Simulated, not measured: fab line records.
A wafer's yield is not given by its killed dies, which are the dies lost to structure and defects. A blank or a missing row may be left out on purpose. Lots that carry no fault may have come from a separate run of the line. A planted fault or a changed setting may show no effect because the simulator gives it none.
Chamber matching -- flow berkeleyCmos170 -- UCB170_ZERO_ETCH_06 on rieDiel-01: 4 sister chambers
The step etches SiO2 in CHF3/CF4/Ar, time 12 s. 4 wafers are shown with their chamber, then 7 later ones without.

== WAFERS WITH THEIR CHAMBER ==
wafer,chamber,drypumpMotorCurrentA (A)
L222.5,3,6.5
L234.6,1,5.3
L236.3,2,5.8
L236.5,0,6.0

== WAFERS WITHOUT THEIR CHAMBER ==
wafer,drypumpMotorCurrentA (A)
L236.6,5.8
L241.2,5.9
L241.4,5.8
L241.5,6.0
L242.1,6.0
L242.2,5.3
L242.6,6.0

== WHICH CHAMBER EACH WENT THROUGH ==
wafer,from the rows above,in truth
L236.6,2,2
L241.2,can't be placed: 0 or 2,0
L241.4,2,2
L241.5,0,0
L242.1,0,0
L242.2,1,1
L242.6,0,0
Correct placement for 6 of the 7. From these rows, 1 cannot be placed; in 1 the true chamber is one of the candidates. Wrongly placed: 0.
How it was worked out, from the rows above alone: a wafer's distance from a chamber is the root of the sum, over the readings, of the square of ((its reading less the chamber's mean) divided by the reading's scatter). The wafer belongs to the nearest chamber; if the next one is less than 2 further off, it can't be placed. A chamber's mean is the mean of its shown wafers. The scatter: root of mean squared gap, hidden wafer to nearest shown wafer, with one shown wafer a chamber.
